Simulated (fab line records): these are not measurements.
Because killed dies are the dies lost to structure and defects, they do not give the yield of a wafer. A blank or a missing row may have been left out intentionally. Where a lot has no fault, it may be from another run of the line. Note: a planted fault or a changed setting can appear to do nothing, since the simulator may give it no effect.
Which tool was responsible? / flow rit cmos / 21 wafers from 7 lots sampled at 3 of the route's 202 steps

WHAT THE GAUGES READ, wafer by wafer
RIT_NSD_TW_MEAS_10.
lot=L345; measured=day 3 10:56; on=film metro-02; NSD_TW=3131 3130 3130
lot=L348; measured=day 4 04:07; on=film metro-02; NSD_TW=3152 3138 3136
lot=L350; measured=day 4 15:32; on=film metro-03; NSD_TW=3133 3131 3118
lot=L352; measured=day 4 23:05; on=film metro-04; NSD_TW=3129 3128 3141
lot=L354; measured=day 5 06:39; on=film metro-04; NSD_TW=3142 3128 3133
lot=L360; measured=day 6 14:55; on=film metro-02; NSD_TW=2902 2905 2903
lot=L363; measured=day 7 07:26; on=film metro-04; NSD_TW=3139 3118 3115

WHICH TOOL RAN EACH LOT (tool, then ch and the chambers of the sampled wafers, then the start)
lot=L345; RIT_GATE_SOFTBAKE_12=litho track-03 ch 0, day 2 22:11; RIT_NSD_IMPLANT_08=implanter-02 ch 0, day 3 10:37
lot=L348; RIT_GATE_SOFTBAKE_12=litho track-03 ch 0, day 3 16:12; RIT_NSD_IMPLANT_08=implanter-01 ch 0, day 4 03:47
lot=L350; RIT_GATE_SOFTBAKE_12=litho track-04 ch 0, day 4 04:22; RIT_NSD_IMPLANT_08=implanter-03 ch 0, day 4 15:13
lot=L352; RIT_GATE_SOFTBAKE_12=litho track-01 ch 0, day 4 11:26; RIT_NSD_IMPLANT_08=implanter-02 ch 0, day 4 22:47
lot=L354; RIT_GATE_SOFTBAKE_12=litho track-04 ch 0, day 4 19:00; RIT_NSD_IMPLANT_08=implanter-01 ch 0, day 5 06:22
lot=L360; RIT_GATE_SOFTBAKE_12=litho track-04 ch 0, day 6 00:49; RIT_NSD_IMPLANT_08=implanter-01 ch 0, day 6 14:35
lot=L363; RIT_GATE_SOFTBAKE_12=litho track-01 ch 0, day 6 16:47; RIT_NSD_IMPLANT_08=implanter-02 ch 0, day 7 07:08
- RIT_GATE_SOFTBAKE_12: time 61.23 s.
- RIT_NSD_IMPLANT_08

THE ANSWER, worked out from the rows above alone
Rule: what is usual is taken from the lots themselves. The widest of any qualifying gaps counts: lots, ordered by their means at a reading, are off when they make up no more than a third of the lots, leave a main group of 4 or more, and stand apart from it by 3 or more times the standard deviation of that group's means. If all means in a main group match to the digits the tables above print for the reading, that group is not used. Also off: a lot with no number at a reading for which 4 or more lots have one. All remaining lots with rows at the step are treated as sound.
Off: L360, at RIT_NSD_TW_MEAS_10 (NSD_TW). For the main group the mean is 3132 and the standard deviation 5.7.
A tool fits if, at a process step before that reading, it ran every lot that is off, and no sound lot after the first of them. Gauges at RIT_NSD_TW_MEAS_10: tried the same way as those tools. Can't be told from this: 3 tools fit, litho track-04 at RIT_GATE_SOFTBAKE_12, implanter-01 at RIT_NSD_IMPLANT_08, film metro-02 at RIT_NSD_TW_MEAS_10.

WHAT HAD BEEN PUT IN BY THE SIMULATOR
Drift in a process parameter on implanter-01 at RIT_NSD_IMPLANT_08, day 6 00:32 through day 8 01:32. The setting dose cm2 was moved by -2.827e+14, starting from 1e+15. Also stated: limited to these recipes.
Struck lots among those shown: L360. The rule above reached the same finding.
